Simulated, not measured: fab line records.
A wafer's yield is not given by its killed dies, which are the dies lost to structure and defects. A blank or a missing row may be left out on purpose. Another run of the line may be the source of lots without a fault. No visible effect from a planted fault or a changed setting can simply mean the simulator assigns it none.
Which tool did it? ; flow berkeley-cmos170 ; 42 wafers from 14 lots sampled at 5 of the route's 331 steps

== WHAT THE GAUGES READ, wafer by wafer ==
UCB170_PFIELD_TW_MEAS_09.
lot;measured;on;PFIELD_TW
L282;day 4 13:10;film-metro-03;610 610 607
L283;day 5 08:41;film-metro-01;598 595 596
L284;day 5 14:34;film-metro-02;592 597 592
L288;day 6 12:40;film-metro-01;596 592 600
L290;day 6 19:46;film-metro-01;602 598 596
L291;day 6 19:49;film-metro-02;596 595 598
L294;day 7 12:04;film-metro-03;611 614 611
L293;day 7 12:19;film-metro-01;601 601 601
L295;day 8 01:01;film-metro-02;692 691 691
L296;day 8 01:11;film-metro-02;590 591 592
L297;day 8 02:36;film-metro-03;706 713 708
L298;day 8 02:53;film-metro-02;593 592 590
L303;day 9 07:33;film-metro-03;607 608 611
L305;day 9 15:31;film-metro-03;609 609 610

UCB170_CONTACT_CD_MEAS_15 targets a cd of 700 nm.
lot;measured;on;cd-nm (nm)
L282;day 7 15:00;cd-sem-01;699.6 699.7 699.3
L283;day 8 09:31;cd-sem-01;700.6 700.2 700.1
L284;day 8 16:57;cd-sem-01;699.3 698.8 698.7
L288;day 9 14:53;cd-sem-01;699.1 698.4 699.1
L290;day 9 23:20;cd-sem-02;699.0 698.3 697.5
L291;day 9 23:41;cd-sem-01;701.5 702.1 702.6
L294;day 10 20:07;cd-sem-01;701.4 701.6 701.3
L293;day 10 19:52;cd-sem-01;698.6 698.6 697.9
L295;day 11 04:03;cd-sem-01;699.1 699.0 699.8
L296;day 11 04:36;cd-sem-01;700.9 699.8 700.5
L297;day 11 03:48;cd-sem-02;700.2 700.7 701.6
L298;day 11 02:54;cd-sem-02;701.1 699.0 699.2
L303;day 12 08:14;cd-sem-02;700.1 701.1 700.9
L305;day 13 04:00;cd-sem-01;699.3 700.4 699.2

UCB170_CONTACT_CD_MEAS_90 targets a cd of 700 nm.
lot;measured;on;cd-nm (nm)
L282;day 7 15:25;cd-sem-01;699.5 699.7 698.7
L283;day 8 09:56;cd-sem-02;701.6 700.8 698.8
L284;day 8 17:22;cd-sem-02;698.8 699.0 699.5
L288;day 9 15:19;cd-sem-01;699.4 699.2 698.3
L290;day 9 23:48;cd-sem-02;698.8 697.5 696.1
L291;day 10 00:06;cd-sem-01;702.4 703.1 701.9
L294;day 10 20:32;cd-sem-02;700.6 702.2 704.1
L293;day 10 20:17;cd-sem-01;699.6 697.5 697.9
L295;day 11 04:29;cd-sem-02;698.8 700.1 700.3
L296;day 11 05:02;cd-sem-02;699.9 700.7 699.7
L297;day 11 04:13;cd-sem-02;700.9 700.9 703.5
L298;day 11 03:19;cd-sem-02;700.6 700.0 698.1
L303;day 12 08:40;cd-sem-01;700.7 700.2 700.6
L305;day 13 04:25;cd-sem-01;699.5 701.5 698.4

UCB170_V1_CD_MEAS_12 targets a cd of 700 nm.
lot;measured;on;cd-nm (nm)
L282;day 8 00:39;cd-sem-01;702.7 700.3 701.9
L283;day 8 15:23;cd-sem-02;700.2 700.8 700.5
L284;day 8 23:15;cd-sem-01;700.6 698.7 700.3
L288;day 9 23:07;cd-sem-01;702.0 700.9 700.6
L290;day 10 08:38;cd-sem-02;701.7 701.6 700.3
L291;day 10 08:42;cd-sem-01;698.2 698.9 697.9
L294;day 11 01:40;cd-sem-02;698.9 699.4 700.3
L293;day 11 03:09;cd-sem-01;698.0 697.8 699.5
L295;day 11 12:19;cd-sem-01;699.6 700.6 701.0
L296;day 11 12:10;cd-sem-02;701.9 701.6 701.4
L297;day 11 10:53;cd-sem-02;698.6 699.5 698.1
L298;day 11 11:20;cd-sem-01;698.2 699.0 698.5
L303;day 12 17:37;cd-sem-02;700.6 699.1 699.2
L305;day 13 10:55;cd-sem-01;701.6 701.3 701.7

== WHAT TOOL EACH LOT RAN ON (gives the tool, then ch and the chambers of the sampled wafers, and finally the start) ==
lot;UCB170_PFIELD_IMPLANT_07
L282;implanter-01 ch 0, day 4 12:56
L283;implanter-03 ch 0, day 5 08:26
L284;implanter-03 ch 0, day 5 14:19
L288;implanter-04 ch 0, day 6 12:23
L290;implanter-03 ch 0, day 6 19:32
L291;implanter-04 ch 0, day 6 19:34
L294;implanter-04 ch 0, day 7 11:49
L293;implanter-03 ch 0, day 7 12:05
L295;implanter-04 ch 0, day 8 00:46
L296;implanter-03 ch 0, day 8 00:56
L297;implanter-04 ch 0, day 8 02:22
L298;implanter-01 ch 0, day 8 02:40
L303;implanter-01 ch 0, day 9 07:20
L305;implanter-03 ch 0, day 9 15:18
- UCB170_PFIELD_IMPLANT_07

== AS READ BY THE TOOLS THEMSELVES (means over the sampled wafers that have a number; for cases with no such wafer, the mark the record gives instead) ==
UCB170_PFIELD_IMPLANT_07.
lot;tool;beam-energy-keV;dose-ions-cm2;faraday-current-uA
L282;implanter-01;80.018;2.0003e+13;63.8
L283;implanter-03;80.000;2.0002e+13;64.8
L284;implanter-03;80.009;2.0003e+13;62.8
L288;implanter-04;79.963;2.0006e+13;64.7
L290;implanter-03;79.994;2.0017e+13;63.0
L291;implanter-04;79.997;2.0019e+13;63.6
L294;implanter-04;80.036;2.0006e+13;63.4
L293;implanter-03;80.006;2.0022e+13;63.5
L295;implanter-04;79.984;3.2529e+13;103.6
L296;implanter-03;80.007;2.0022e+13;63.8
L297;implanter-04;80.013;3.2513e+13;102.3
L298;implanter-01;79.993;2.0004e+13;64.0
L303;implanter-01;79.982;2.0010e+13;65.2
L305;implanter-03;80.003;2.0028e+13;64.7

== THE ANSWER, worked out from the rows above alone ==
Rule: usual is defined by the lots themselves. Put in order of their means at a reading, lots are off if they are a third of the lots or fewer, leave a main group of 4 or more, and stand apart from it by a gap of 3 or more times the standard deviation of the main group's means; of several such gaps the widest counts. A main group is skipped when, at the precision printed for the reading in the tables above, its means are all equal. Also off: a lot with no number at a reading for which 4 or more lots have one. All remaining lots with rows at the step are treated as sound. First the gauges in route order, then the tools' own readings, where a lot's mean is used as printed above. At the first step where some lot is off, the reading lying furthest off is the one used; lots without a number count as furthest.
Off: L295, L297, seen at UCB170_PFIELD_TW_MEAS_09 (PFIELD_TW). Main group: mean 600, sd 7.2.
A tool fits if, at a process step before that reading, it ran every lot that is off, and no sound lot after the first of them. The gauges at UCB170_PFIELD_TW_MEAS_09 aren't tried: what is off there is off at UCB170_PFIELD_IMPLANT_07 too, on other tools, and a gauge's error can't cause that. One fits: UCB170_PFIELD_IMPLANT_07 on implanter-04. A fault onset in the window from L294 (day 7 11:49, its last sound lot) to L295 (day 8 00:46, its first lot off) fits.
The tool's own readings at UCB170_PFIELD_IMPLANT_07 bear it out: on the lots that are off they differ by more than 5 times the standard deviation of the sound lots' means. dose-ions-cm2 reads 3.2521e+13 there against 2.0012e+13 on the sound lots; faraday-current-uA reads 102.9 there against 63.9 on the sound lots.

== WHAT THE SIMULATOR HAD INSERTED ==
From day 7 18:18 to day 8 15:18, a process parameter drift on implanter-04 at UCB170_PFIELD_IMPLANT_07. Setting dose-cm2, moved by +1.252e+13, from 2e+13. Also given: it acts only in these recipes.
Struck lots among those shown: L295, L297. The rule given above showed the same thing.
